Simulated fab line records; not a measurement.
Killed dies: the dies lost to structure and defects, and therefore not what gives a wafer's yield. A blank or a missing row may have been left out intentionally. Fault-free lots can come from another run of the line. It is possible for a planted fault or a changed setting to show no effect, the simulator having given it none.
fab line records	flow rit-cmos
[record] lots = 5	wafers = 15	last-day = 8
route steps=202 shown CONTACT@178 M1@184
lots that met no fault: taken from a fault-free run of the same line
start-h: the number of hours between the record's first day and the start of the first shown wafer of the lot	wait-h: hours elapsed since this lot's preceding step	" the same as in the row above	L1.1+2: one row covering several wafers at once	- value missing, or start not given	* or withheld: withheld	< > ~ a bound
route shown NAME@n: NAME is a module with steps in the file, n the number in the route of the first one	usual: mean and standard deviation over wafers with no fault	same: alike in all rows	chamber/n: place in a boat	sites: readings site by site	_std_site: the values' standard deviation	_edge_site: mean of outer sites minus mean of inner sites	radius-mm: how far each site lies from the wafer's centre	mask NAME#n: copy n	behind: tool/chamber where the wafer was last shaped	hold: why the lot was held/for how many hours/how that ended	device: which transistor (n, p or np) failed to switch	end of line: the same wafers' tests at the end of the route	a step without rows: its recipe alone	killed: at the first sort, the dies lost to defects and structure; wafer yield is something else	map: a wafer's dies, marking killed ones x, the rest . and places with no die _
set.NAME: the setting the step ran with; set.NAME@STEP: the setting that earlier step ran with	model.NAME: the simulator's own value behind a step, which no gauge read
lots seen at some steps along the route; tables by step, rows by wafer
services: the hour from which a tool's chamber was out of use, counted from the record's first day as start-h (under 0 if before that day), plus the number of hours and why
[[steps]]
[step RIT_CONTACT_HARDBAKE_10]
[recipe] resist = NOVOLAK	temp-c = 140	time-s = 60
lot.wafer	tool	chamber	start-h	wait-h
L080.1+2+5	litho-track-03	0	86.78	0.0
L084.1+2+3	litho-track-03	0	105.23	0.0
L088.1+5+6	litho-track-03	0	123.86	0.0
L093.1+2+5	litho-track-02	0	154.94	0.0
L096.4+5+6	litho-track-04	0	180.52	0.1
[step RIT_CONTACT_ETCH_11]
[recipe] target-depth-a = 4800	over-etch-frac = 0.2	stop-on = TiSi2	chemistry = CHF3/CF4/Ar	target = SiO2	CHF3_flow_sccm = 50	cf4-flow-sccm = 10	Ar_flow_sccm = 100	O2_flow_sccm = 5	pressure-mtorr = 100	rf-w = 200	time-s = 320
[usual] drypump-motor-current-A = 5.7/0.48	oes-product-au = 0.988/0.012	throttle-valve-pct = 8.93/0.12
lot.wafer	tool	chamber	start-h	wait-h	drypump-motor-current-A	oes-product-au	rf-hours-counter-h	throttle-valve-pct
L080.1	rie-diel-02	2	86.93	0.1	5.3	0.985	4	8.97
L080.2	"	1	"	"	5.3	0.994	104	8.83
L080.5	"	3	"	"	5.8	0.981	-	8.72
L084.1	rie-diel-04	1	105.38	0.1	5.6	0.970	8	9.06
L084.2	"	2	"	"	6.0	0.994	135	8.76
L084.3	"	0	"	"	6.5	1.002	138	8.87
L088.1	rie-diel-04	0	124.01	0.1	6.4	0.998	138	8.87
L088.5	"	1	"	"	5.7	0.974	-	9.09
L088.6	"	2	"	"	6.0	0.993	-	8.77
L093.1	rie-diel-03	3	155.09	0.1	5.5	0.996	55	8.88
L093.2	"	2	"	"	6.6	0.979	1	9.04
L093.5	"	0	"	"	5.2	1.002	-	8.90
L096.4	rie-diel-02	1	180.59	0.1	5.4	0.993	106	8.85
L096.5	"	0	"	"	6.1	0.976	-	8.94
L096.6	"	1	"	"	5.4	0.978	-	8.84
[step RIT_CONTACT_STRIP_12]
[recipe] chemistry = O2	time-s = 180	resist = NOVOLAK	platen-temp-c = withheld	power-w = 500	pressure-mtorr = 4000	o2-flow-sccm = 4000
[usual] drypump-motor-current-A = 5.85/0.22
lot.wafer	tool	chamber	start-h	wait-h	drypump-motor-current-A	rf-hours-counter-h
L080.1	plasma-asher-03	1	87.12	0.1	5.71	46
L080.2	"	0	"	"	5.66	46
L080.5	"	0	"	"	5.67	-
L084.1	plasma-asher-03	0	105.57	0.1	5.63	48
L084.2	"	1	"	"	5.71	48
L084.3	"	0	"	"	5.68	-
L088.1	plasma-asher-02	0	124.21	0.1	6.26	33
L088.5	"	0	"	"	6.26	-
L088.6	"	1	"	"	5.98	-
L093.1	plasma-asher-01	0	155.28	0.1	5.65	3
L093.2	"	1	"	"	5.73	3
L093.5	"	0	"	"	5.64	-
L096.4	plasma-asher-02	0	180.85	0.2	6.26	-
L096.5	"	0	"	"	6.25	-
L096.6	"	1	"	"	5.99	-
[step RIT_CONTACT_CD_MEAS_90]
[recipe] target-cd-nm = 1000
[usual] cd-nm = 999.9/2.2
lot.wafer	tool	chamber	start-h	wait-h	cd-nm
L080.1	cd-sem-01	-	87.30	0.1	997.3
L080.2	"	-	"	"	997.7
L080.5	"	-	"	"	1000.4
L084.1	cd-sem-02	-	105.74	0.1	1002.8
L084.2	"	-	"	"	1003.6
L084.3	"	-	"	"	1003.4
L088.1	cd-sem-02	-	124.38	0.1	997.4
L088.5	"	-	"	"	999.5
L088.6	"	-	"	"	999.0
L093.1	cd-sem-01	-	155.46	0.1	1000.6
L093.2	"	-	"	"	999.7
L093.5	"	-	"	"	1001.9
L096.4	cd-sem-01	-	181.07	0.2	1001.8
L096.5	"	-	"	"	1001.9
L096.6	"	-	"	"	1002.1
[step RIT_CONTACT_CLEAN_13]
[recipe] chemistry = SC1	mix = 3:3:50	time-s = 600	temp-c = 75
lot.wafer	tool	chamber	start-h	wait-h
L080.1+2+5	wet-bench-01	2	87.42	0.1
L084.1+2+3	wet-bench-02	0	105.86	0.1
L088.1+5+6	wet-bench-01	2	124.50	0.1
L093.1+2+5	wet-bench-01	3	155.58	0.1
L096.4+5+6	wet-bench-01	1	181.13	0.0
[step RIT_CONTACT_CLEAN_14]
[recipe] chemistry = SC2	mix = 3:3:50	time-s = 600	temp-c = 75	dry = n2-spin
lot.wafer	tool	chamber	start-h	wait-h
L080.1+2+5	wet-bench-01	0	87.61	0.0
L084.1+2+3	wet-bench-04	2	106.04	0.0
L088.1+5+6	wet-bench-04	1	124.85	0.0
L093.1+2+5	wet-bench-02	3	155.93	0.0
L096.4+5+6	wet-bench-01	2	181.48	0.0
[step RIT_M1_SPUTTER_00]
[recipe] material = Al	target-thk-nm = 400	power-w = 2000	chamber-pressure-pa = 0.4	gas = Ar	time-s = 500	substrate-temp-c = 25
[usual] throttle-valve-pct = 30.6/0.85
lot.wafer	tool	chamber	start-h	wait-h	throttle-valve-pct
L080.1	pvd-sputter-02	-	87.80	0.0	31.5
L080.2	"	-	"	"	30.0
L080.5	"	-	"	"	30.0
L084.1	pvd-sputter-01	-	106.21	0.0	29.3
L084.2	"	-	"	"	31.6
L084.3	"	-	"	"	30.3
L088.1	pvd-sputter-01	-	125.20	0.0	30.0
L088.5	"	-	"	"	30.5
L088.6	"	-	"	"	32.0
L093.1	pvd-sputter-03	-	156.12	0.0	29.7
L093.2	"	-	"	"	30.5
L093.5	"	-	"	"	29.8
L096.4	pvd-sputter-02	-	181.68	0.0	31.5
L096.5	"	-	"	"	30.6
L096.6	"	-	"	"	29.8
[step RIT_M1_RS_MEAS_01]
[recipe] thk-meas-gauge = four-point-probe	reads = Al_of_M1_SPUTTER_00
[usual] M1_AL_RS = 0.0732/0.0011
lot.wafer	tool	chamber	start-h	wait-h	M1_AL_RS[ohm/sq]
L080.1	film-metro-04	-	88.13	0.2	0.0729
L080.2	"	-	"	"	0.0740
L080.5	"	-	"	"	0.0736
L084.1	film-metro-01	-	106.51	0.1	0.0740
L084.2	"	-	"	"	0.0717
L084.3	"	-	"	"	0.0724
L088.1	film-metro-04	-	125.50	0.1	0.0716
L088.5	"	-	"	"	0.0729
L088.6	"	-	"	"	0.0736
L093.1	film-metro-03	-	156.41	0.1	0.0727
L093.2	"	-	"	"	0.0735
L093.5	"	-	"	"	0.0741
L096.4	film-metro-04	-	182.03	0.2	0.0732
L096.5	"	-	"	"	0.0724
L096.6	"	-	"	"	0.0732
[step RIT_M1_THK_MEAS_02]
[recipe] thk-meas-gauge = xrf	reads = Al_of_M1_SPUTTER_00
[usual] M1_AL_THK = 401/6.4
lot.wafer	tool	chamber	start-h	wait-h	M1_AL_THK[nm]
L080.1	film-metro-04	-	88.25	0.1	399
L080.2	"	-	"	"	394
L080.5	"	-	"	"	401
L084.1	film-metro-01	-	106.63	0.1	394
L084.2	"	-	"	"	406
L084.3	"	-	"	"	404
L088.1	film-metro-04	-	125.62	0.1	409
L088.5	"	-	"	"	400
L088.6	"	-	"	"	397
L093.1	film-metro-03	-	156.53	0.1	406
L093.2	"	-	"	"	403
L093.5	"	-	"	"	403
L096.4	film-metro-04	-	182.12	0.1	399
L096.5	"	-	"	"	403
L096.6	"	-	"	"	399
[step RIT_M1_HMDS_03]
[recipe] prime-time-s = 60	prime-temp-c = 140
lot.wafer	tool	chamber	start-h	wait-h
L080.1+2+5	litho-track-04	0	88.31	0.1
L084.1+2+3	litho-track-04	0	106.69	0.1
L088.1+5+6	litho-track-01	0	125.68	0.1
L093.1+2+5	litho-track-01	0	156.59	0.1
L096.4+5+6	litho-track-01	0	182.22	0.1
[step RIT_M1_COAT_04]
[recipe] resist = NOVOLAK	spin-rpm = 2000	resist-thk-nm = 1300
[usual] spin-speed-rpm = 1999.7/1.3
lot.wafer	tool	chamber	start-h	wait-h	spin-speed-rpm
L080.1	litho-track-04	0	88.46	0.1	1998.8
L080.2	"	0	"	"	1998.6
L080.5	"	0	"	"	1997.6
L084.1	litho-track-04	0	106.84	0.1	1997.3
L084.2	"	0	"	"	1997.7
L084.3	"	0	"	"	1999.4
L088.1	litho-track-01	0	125.83	0.1	1999.9
L088.5	"	0	"	"	1999.3
L088.6	"	0	"	"	1995.8
L093.1	litho-track-01	0	156.74	0.1	2000.4
L093.2	"	0	"	"	2000.1
L093.5	"	0	"	"	2001.2
L096.4	litho-track-01	0	182.37	0.1	2000.9
L096.5	"	0	"	"	2001.2
L096.6	"	0	"	"	1999.3
[step RIT_M1_SOFTBAKE_05]
[recipe] resist = NOVOLAK	temp-c = 90	time-s = 60
lot.wafer	tool	chamber	start-h	wait-h
L080.1+2+5	litho-track-04	0	88.61	0.1
L084.1+2+3	litho-track-04	0	106.99	0.1
L088.1+5+6	litho-track-01	0	125.98	0.1
L093.1+2+5	litho-track-01	0	156.89	0.1
L096.4+5+6	litho-track-01	0	182.52	0.1
[step RIT_M1_EXPOSE_06]
[recipe] mask-id = M12	na = 0.6	source-shape = conventional	sigma-outer = 0.5	target-cd-nm = 2600	dose-mj = 250
[usual] focus-offset-nm = 0.0/0.46
[same] na = 0.6
lot.wafer	tool	chamber	start-h	wait-h	mask	focus-offset-nm
L080.1	iline-stepper-02	0	89.00	0.4	M12#0	0.4
L080.2	"	0	"	"	M12#0	0.8
L080.5	"	0	"	"	M12#0	0.6
L084.1	iline-stepper-01	0	107.26	0.2	M12#0	0.0
L084.2	"	0	"	"	M12#0	-0.5
L084.3	"	0	"	"	M12#0	-0.5
L088.1	iline-stepper-01	0	126.13	0.1	M12#0	0.4
L088.5	"	0	"	"	M12#0	-0.3
L088.6	"	0	"	"	M12#0	0.7
L093.1	iline-stepper-02	0	157.04	0.1	M12#0	-0.3
L093.2	"	0	"	"	M12#0	0.1
L093.5	"	0	"	"	M12#0	0.1
L096.4	iline-stepper-02	0	182.66	0.1	M12#0	-0.5
L096.5	"	0	"	"	M12#0	0.0
L096.6	"	0	"	"	M12#0	0.0
[step RIT_M1_PEB_07]
[recipe] resist = NOVOLAK	temp-c = withheld	time-s = withheld
lot.wafer	tool	chamber	start-h	wait-h
L080.1+2+5	litho-track-04	0	89.18	0.2
L084.1+2+3	litho-track-02	0	107.47	0.2
L088.1+5+6	litho-track-02	0	126.24	0.1
L093.1+2+5	litho-track-04	0	157.16	0.1
L096.4+5+6	litho-track-02	0	182.79	0.1
[step RIT_M1_DEVELOP_08]
[recipe] resist = NOVOLAK	develop-time-s = 68	dev-temp-c = 23
lot.wafer	tool	chamber	start-h	wait-h
L080.1+2+5	litho-track-04	0	-	-
L084.1+2+3	litho-track-02	0	-	-
L088.1+5+6	litho-track-02	0	-	-
L093.1+2+5	litho-track-04	0	-	-
L096.4+5+6	litho-track-02	0	-	-
[step RIT_M1_CD_MEAS_09]
[recipe] target-cd-nm = 2600
[usual] cd-nm = 2599.4/2
lot.wafer	tool	chamber	start-h	wait-h	cd-nm
L080.1	cd-sem-01	-	89.50	-	2601.2
L080.2	"	-	"	"	2601.5
L080.5	"	-	"	"	2599.9
L084.1	cd-sem-01	-	107.78	-	2598.5
L084.2	"	-	"	"	2596.2
L084.3	"	-	"	"	2599.2
L088.1	cd-sem-02	-	126.56	-	2597.9
L088.5	"	-	"	"	2599.2
L088.6	"	-	"	"	2597.6
L093.1	cd-sem-02	-	157.47	-	2598.9
L093.2	"	-	"	"	2600.6
L093.5	"	-	"	"	2600.2
L096.4	cd-sem-01	-	183.09	-	2600.0
L096.5	"	-	"	"	2599.2
L096.6	"	-	"	"	2598.1
[step RIT_M1_OVL_MEAS_10]
[usual] M1_OVL = -0.5/1.8
lot.wafer	tool	chamber	start-h	wait-h	M1_OVL[nm]
L080.1	overlay-01	-	89.62	0.1	-0.1
L080.2	"	-	"	"	0.4
L080.5	"	-	"	"	-1.6
L084.1	overlay-02	-	107.90	0.1	-2.8
L084.2	"	-	"	"	-1.5
L084.3	"	-	"	"	-1.5
L088.1	overlay-01	-	126.68	0.1	-1.7
L088.5	"	-	"	"	-3.6
L088.6	"	-	"	"	-2.3
L093.1	overlay-02	-	157.59	0.1	-0.2
L093.2	"	-	"	"	-0.1
L093.5	"	-	"	"	-0.8
L096.4	overlay-02	-	183.17	0.1	0.8
L096.5	"	-	"	"	-0.8
L096.6	"	-	"	"	0.7
[step RIT_M1_HARDBAKE_11]
[recipe] resist = NOVOLAK	temp-c = 140	time-s = 120
lot.wafer	tool	chamber	start-h	wait-h
L080.1+2+5	litho-track-01	0	89.65	0.0
L084.1+2+3	litho-track-04	0	108.04	0.1
L088.1+5+6	litho-track-01	0	126.71	0.0
L093.1+2+5	litho-track-01	0	157.63	0.0
L096.4+5+6	litho-track-04	0	183.31	0.1
[step RIT_M1_METAL_ETCH_12]
[recipe] stop-on = SiO2	chemistry = Cl2/BCl3	target = Al	time-s = 165	over-etch-frac = 0.5	pressure-mtorr = 100	target-depth-a = 6000	rf-w = 250	Cl2_flow_sccm = 60	bcl3-flow-sccm = 50
[usual] drypump-motor-current-A = 5.5/0.46	oes-product-au = 0.781/0.01	throttle-valve-pct = 8.27/0.12
lot.wafer	tool	chamber	start-h	wait-h	drypump-motor-current-A	oes-product-au	rf-hours-counter-h	throttle-valve-pct
L080.1	rie-metal-04	0	89.90	0.2	4.8	0.784	32	8.16
L080.2	"	1	"	"	4.7	0.788	35	8.24
L080.5	"	0	"	"	4.9	0.789	-	8.15
L084.1	rie-metal-02	0	108.29	0.2	5.7	0.769	5	8.14
L084.2	"	1	"	"	5.7	0.782	4	8.47
L084.3	"	0	"	"	5.7	0.775	-	8.13
L088.1	rie-metal-01	0	126.96	0.2	5.8	0.801	1	8.29
L088.5	"	0	"	"	5.8	0.780	-	8.31
L088.6	"	1	"	"	6.0	0.770	-	8.27
L093.1	rie-metal-04	0	157.88	0.2	4.8	0.769	0	8.18
L093.2	"	1	"	"	4.8	0.768	0	8.25
L093.5	"	1	"	"	4.7	0.777	-	8.24
L096.4	rie-metal-04	1	183.49	0.1	4.8	0.776	-	8.24
L096.5	"	1	"	"	4.8	0.787	-	8.25
L096.6	"	0	"	"	4.9	0.777	-	8.14
[step RIT_M1_STRIP_13]
[recipe] chemistry = nmp	resist = NOVOLAK	temp-c = 80	time-s = 600	dry = n2-spin
lot.wafer	tool	chamber	start-h	wait-h
L080.1+2+5	wet-bench-02	1	90.12	0.1
L084.1+2+3	wet-bench-01	0	108.45	0.1
L088.1+5+6	wet-bench-02	0	127.13	0.1
L093.1+2+5	wet-bench-01	2	158.04	0.1
L096.4+5+6	wet-bench-02	3	183.60	0.1
[step RIT_M1_STRIP_14]
[recipe] chemistry = O2	time-s = 180	platen-temp-c = withheld	power-w = 500	pressure-mtorr = 4000	o2-flow-sccm = 4000
[usual] drypump-motor-current-A = 5.62/0.19
lot.wafer	tool	chamber	start-h	wait-h	drypump-motor-current-A	rf-hours-counter-h
L080.1	plasma-asher-03	0	90.29	0.0	5.67	47
L080.2	"	1	"	"	5.73	47
L080.5	"	0	"	"	5.67	-
L084.1	plasma-asher-01	1	108.63	0.0	5.72	46
L084.2	"	0	"	"	5.65	46
L084.3	"	1	"	"	5.72	-
L088.1	plasma-asher-03	0	127.30	0.0	5.67	51
L088.5	"	0	"	"	5.71	-
L088.6	"	1	"	"	5.74	-
L093.1	plasma-asher-03	0	158.42	0.0	5.65	53
L093.2	"	1	"	"	5.72	53
L093.5	"	0	"	"	5.65	-
L096.4	plasma-asher-04	0	183.83	0.1	5.71	-
L096.5	"	1	"	"	5.16	-
L096.6	"	0	"	"	5.70	-
[step RIT_M1_CD_MEAS_90]
[recipe] target-cd-nm = 2600
[usual] cd-nm = 2600/3.1
lot.wafer	tool	chamber	start-h	wait-h	cd-nm
L080.1	cd-sem-01	-	90.47	0.1	2599
L080.2	"	-	"	"	2602
L080.5	"	-	"	"	2598
L084.1	cd-sem-01	-	108.80	0.1	2599
L084.2	"	-	"	"	2597
L084.3	"	-	"	"	2601
L088.1	cd-sem-01	-	127.48	0.1	2601
L088.5	"	-	"	"	2603
L088.6	"	-	"	"	2596
L093.1	cd-sem-02	-	158.60	0.1	2598
L093.2	"	-	"	"	2604
L093.5	"	-	"	"	2602
L096.4	cd-sem-01	-	184.01	0.1	2602
L096.5	"	-	"	"	2601
L096.6	"	-	"	"	2594
[step RIT_M1_ANNEAL_15]
[recipe] temp-c = 450	time-s = 1800	ambient = forming_gas_H2N2
[usual] spike-tc-source-C = 460.5/0.91	tube-center-temp-C = 450/0.043
lot.wafer	tool	chamber	start-h	wait-h	spike-tc-source-C	tube-center-temp-C
L080.1	furnace-02	0	91.72	1.2	459.8	450.09
L080.2	"	0	"	"	460.1	450.03
L080.5	"	0	"	"	462.0	450.01
L084.1	furnace-02	0	110.18	1.4	459.2	449.98
L084.2	"	0	"	"	462.1	450.04
L084.3	"	0	"	"	459.8	450.02
L088.1	furnace-02	0	127.60	0.1	461.8	450.01
L088.5	"	0	"	"	461.0	450.05
L088.6	"	0	"	"	460.6	449.88
L093.1	furnace-02	0	158.72	0.1	459.7	449.96
L093.2	"	0	"	"	461.2	449.95
L093.5	"	0	"	"	460.3	450.03
L096.4	furnace-02	0	184.07	0.0	462.1	450.06
L096.5	"	0	"	"	460.0	450
L096.6	"	0	"	"	458.6	450.02
[step RIT_M1_BOW_MEAS_16]
[recipe] mode = bow
[usual] M1_BOW = 17/6.3
lot.wafer	tool	chamber	start-h	wait-h	M1_BOW[um]
L080.1	film-metro-04	-	93.22	0.0	13
L080.2	"	-	"	"	8
L080.5	"	-	"	"	8
L084.1	film-metro-01	-	111.68	0.0	18
L084.2	"	-	"	"	15
L084.3	"	-	"	"	27
L088.1	film-metro-03	-	129.10	0.0	19
L088.5	"	-	"	"	28
L088.6	"	-	"	"	16
L093.1	film-metro-03	-	160.22	0.0	21
L093.2	"	-	"	"	9
L093.5	"	-	"	"	31
L096.4	film-metro-04	-	185.63	0.1	23
L096.5	"	-	"	"	17
L096.6	"	-	"	"	16
[step RIT_M1_PROBE_99]
[usual] defect-limited-yield = 97.2/1.1	killed-at-contacts = 0.1/0.31	killed-at-front-end = 7/3	killed-dies = 7/3	killed-open = 3.8/2.1	killed-short = 3.6/1.9	sort_bin_3_pad_short = 0.1/0.21	sort_bin_5_function = 1.6/0.8	sort_bin_6_memory = 1.1/0.66	sort-n-pass = 257/3	sort-yield-pct = 97.2/1.1
[same] gross-dies = 264	killed_at_M0_to_M3 = 0	killed_at_M4_up = 0	killed-at-back-side = 0	killed-at-other = 0
lot.wafer	tool	chamber	start-h	wait-h	defect-limited-yield[%]	killed-at-contacts	killed-at-front-end	killed-dies	killed-open	killed-short	sort_bin_3_pad_short[%]	sort_bin_5_function[%]	sort_bin_6_memory[%]	sort-n-pass	sort-yield-pct[%]
L080.1	prober-01	-	93.34	0.1	96.2	0	10	10	6	4	0	2.7	1.1	254	96.2
L080.2	prober-01	-	93.39	0.1	95.5	0	12	12	5	7	0.8	2.7	1.1	252	95.5
L080.5	prober-01	-	93.54	0.2	96.6	1	8	9	5	4	0.4	1.5	1.5	255	96.6
L084.1	prober-01	-	111.80	0.1	98.1	0	5	5	2	3	0	0.8	1.1	259	98.1
L084.2	prober-01	-	111.85	0.1	98.1	0	5	5	2	3	0	1.1	0.8	259	98.1
L084.3	prober-01	-	111.90	0.2	97.0	0	8	8	4	4	0.4	1.5	1.1	256	97.0
L088.1	prober-01	-	129.22	0.1	96.6	0	9	9	3	6	0	2.7	0.8	255	96.6
L088.5	prober-01	-	129.42	0.2	97.0	0	8	8	2	6	0.4	1.5	1.1	256	97.0
L088.6	prober-01	-	129.47	0.2	96.6	0	9	9	1	8	0	1.5	1.9	255	96.6
L093.1	prober-02	-	160.34	0.1	98.5	0	4	4	3	1	0	0.4	1.1	260	98.5
L093.2	prober-02	-	160.39	0.1	97.3	0	7	7	6	1	0	1.9	0.8	257	97.3
L093.5	prober-02	-	160.54	0.2	98.9	0	3	3	2	1	0	0.8	0.4	261	98.9
L096.4	prober-01	-	185.84	0.2	98.5	0	4	4	2	2	0	1.1	0.4	260	98.5
L096.5	prober-01	-	185.89	0.2	96.6	0	9	9	5	3	0.4	1.1	1.9	255	96.6
L096.6	prober-01	-	185.94	0.2	98.5	0	4	4	0	3	0.4	0.8	0.4	260	98.5
// killed by level:class
L080.1 REOX:geometric-particle:open=3 FOX1:geometric-particle:short=2 SPACER:geometric-particle:open=2 GATE:geometric-particle:open=1 REOX:geometric-particle:short=1 SPACER:geometric-particle:short=1
L080.2 REOX:geometric-particle:open=3 REOX:geometric-particle:short=3 GATE:geometric-particle:open=2 SPACER:geometric-particle:short=2 FOX1:geometric-particle:short=1 SILICIDE:geometric-particle:short=1
L080.5 GATE:geometric-particle:open=3 GATE:geometric-particle:short=2 FOX2:geometric-particle:open=1 FOX2:geometric-particle:short=1 SPACER:geometric-particle:short=1 CONTACT:geometric-particle:open=1
L084.1 SPACER:geometric-particle:short=2 REOX:geometric-particle:open=1 SPACER:geometric-particle:open=1 SILICIDE:geometric-particle:short=1
L084.2 ACTIVE:geometric-particle:open=1 FOX1:geometric-particle:short=1 REOX:geometric-particle:short=1 SILICIDE:geometric-particle:open=1 SILICIDE:geometric-particle:short=1
L084.3 FOX2:geometric-particle:short=2 FOX1:geometric-particle:open=1 FOX1:geometric-particle:short=1 GATE:geometric-particle:open=1 REOX:geometric-particle:open=1 SILICIDE:geometric-particle:short=1 SILICIDE:geometric-particle:open=1
L088.1 GATE:geometric-particle:open=3 GATE:geometric-particle:short=3 FOX1:geometric-particle:short=2 REOX:geometric-particle:short=1
L088.5 REOX:geometric-particle:short=3 FOX1:geometric-particle:open=1 FOX1:geometric-particle:short=1 REOX:geometric-particle:open=1 SPACER:geometric-particle:short=1 SILICIDE:geometric-particle:short=1
L088.6 GATE:geometric-particle:short=3 REOX:geometric-particle:short=3 FOX1:geometric-particle:short=1 GATE:geometric-particle:open=1 SPACER:geometric-particle:short=1
L093.1 ACTIVE:geometric-particle:open=1 FOX2:geometric-particle:open=1 GATE:geometric-particle:short=1 SPACER:geometric-particle:open=1
L093.2 GATE:geometric-particle:open=5 FOX1:geometric-particle:open=1 GATE:geometric-particle:short=1
L093.5 FOX1:geometric-particle:open=2 FOX1:geometric-particle:short=1
L096.4 FOX1:geometric-particle:open=1 FOX1:geometric-particle:short=1 FOX2:geometric-particle:short=1 REOX:geometric-particle:open=1
L096.5 GATE:geometric-particle:open=2 SILICIDE:geometric-particle:open=2 GATE:geometric-particle:short=1 REOX:geometric-particle:short=1 REOX:geometric-particle:open=1 SILICIDE:geometric-particle:short=1 PSD:coat-microbubble-printed=1
L096.6 GATE:geometric-particle:short=2 FOX1:geometric-particle:short=1 PSD:coat-microbubble-printed=1
[[services]]
tool	chamber	start-h	hours	kind
plasma-asher-04	-	63.69	2.8	pm
rie-metal-01	-	64.45	1.4	pm
rie-metal-01	-	70.65	28.1	pm
rie-diel-04	3	73.97	6.3	repair
iline-stepper-02	0	74.10	-	calibration
plasma-asher-01	-	89.30	3.2	repair
pvd-sputter-03	-	107.04	37.1	repair
plasma-asher-01	-	108.80	9.0	pm
plasma-asher-01	0	108.80	9.0	vent-cycle
plasma-asher-01	1	108.80	9.0	vent-cycle
rie-diel-04	2	114.54	8.5	repair
rie-metal-01	-	116.02	2.8	pm
plasma-asher-01	0	117.80	-	clean
rie-diel-03	-	121.34	2.8	pm
iline-stepper-02	-	135.32	5.4	repair
rie-metal-04	-	136.12	20.0	pm
rie-metal-04	0	136.12	20.0	vent-cycle
rie-metal-04	1	136.12	20.0	vent-cycle
pvd-sputter-01	-	141.84	0.8	repair
pvd-sputter-01	-	153.88	5.6	repair
rie-metal-04	0	156.12	-	clean
rie-metal-04	1	156.12	-	clean
wet-bench-04	-	159.12	4.8	repair
iline-stepper-01	-	180.54	4.4	pm
[[key]]
fault none
